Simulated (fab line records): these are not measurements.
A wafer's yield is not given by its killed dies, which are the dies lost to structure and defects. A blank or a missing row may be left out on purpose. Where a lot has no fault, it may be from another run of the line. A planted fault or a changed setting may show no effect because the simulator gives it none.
One fault through the eyes of 2 desks / flow berkeley_cmos170 / each desk holds nothing but its own numbers, with what lay behind them at the end

== AT THE TOOL OWNER'S DESK: pvd_sputter-01 ==
The tool's own readings at UCB170_M3_SPUTTER_01 (material Al, target thk 900 nm, time 120 s): means of the sampled wafers that have a number, for each lot that ran on this tool. The brackets show how far a lot's mean lies from the usual mean; more than 4 standard deviations puts the lot out of limits, marked OUT.
Columns: A = throttle_valve_pct at UCB170_M3_SPUTTER_01, usual 30.2 %
lot=L425; first seen here=day 7 13:56; A=30.3
lot=L429; first seen here=day 9 03:44; A=30.4
lot=L433; first seen here=day 9 12:02; A=30.3
lot=L441; first seen here=day 10 18:35; A=30.4
lot=L443; first seen here=day 11 09:02; A=30.5
This desk's verdict: no lot among the 5 shows anything out of limits.

== THE METROLOGY DESK ==
What the gauges read, lot by lot, whatever tool the lot ran on: means of the sampled wafers that have a number. The brackets show how far a lot's mean lies from the usual mean; more than 4 standard deviations puts the lot out of limits, marked OUT.
Columns: A = ACTIVE_OVL at UCB170_ACTIVE_OVL_MEAS_14, usual 0 nm; B = V1_OVL at UCB170_V1_OVL_MEAS_13, usual 4 nm; C = M3_AL_RS at UCB170_M3_RS_MEAS_02, usual 0.0321 ohm/sq; D = M3_AL_THK at UCB170_M3_THK_MEAS_03, usual 891 nm
lot=L425; first seen here=day 3 23:34; A=-3; B=1; C=0.0321; D=888
lot=L426; first seen here=day 4 13:07; A=5; B=4; C=0.0322; D=891
lot=L427; first seen here=day 4 21:16; A=-2; B=4; C=0.0320; D=895
lot=L429; first seen here=day 5 03:19; A=-3; B=4; C=0.0319; D=899
lot=L428; first seen here=day 5 03:33; A=-4; B=3; C=0.0321; D=893
lot=L431; first seen here=day 5 11:55; A=-2; B=-0; C=0.0322; D=885
lot=L433; first seen here=day 5 18:08; A=10; B=13; C=0.0317; D=904
lot=L430; first seen here=day 5 18:55; A=-2; B=6; C=0.0319; D=900
lot=L435; first seen here=day 6 00:02; A=1; B=3; C=0.0325; D=874
lot=L436; first seen here=day 6 06:14; A=5; B=2; C=0.0325; D=881
lot=L440; first seen here=day 7 03:31; A=-8; B=4; C=0.0324; D=884
lot=L441; first seen here=day 7 15:35; A=5; B=7; C=0.0310; D=931 (+4.1) OUT
lot=L443; first seen here=day 8 01:17; A=-1; B=2; C=0.0306 (-4.8) OUT; D=932 (+4.3) OUT
lot=L448; first seen here=day 9 02:14; A=-4; B=2; C=0.0319; D=892
Per this desk, out of limits: L441, L443; the first was L441, day 10 18:50 (M3_AL_THK at UCB170_M3_THK_MEAS_03). In limits: L425, L426, L427, L429, L428, L431, L433, L430, L435, L436, L440, L448.

== PUT TOGETHER ==
At day 10 18:50 the metrology desk could have sounded an alarm, on L441, L443.
The tool owner's desk saw nothing out of limits.
Tool owner's desk: L441, L443 on record, inside its limits.
Of the lots named, all ran UCB170_M3_SPUTTER_01 on pvd_sputter-01.

== WHAT WAS PUT IN BY THE SIMULATOR ==
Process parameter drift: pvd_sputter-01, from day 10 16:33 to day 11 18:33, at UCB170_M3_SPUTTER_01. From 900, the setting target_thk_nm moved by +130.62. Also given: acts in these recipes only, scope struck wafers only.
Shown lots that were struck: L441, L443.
Delay in hours, fault start to first out-of-limits reading, per desk: metrology desk 2.
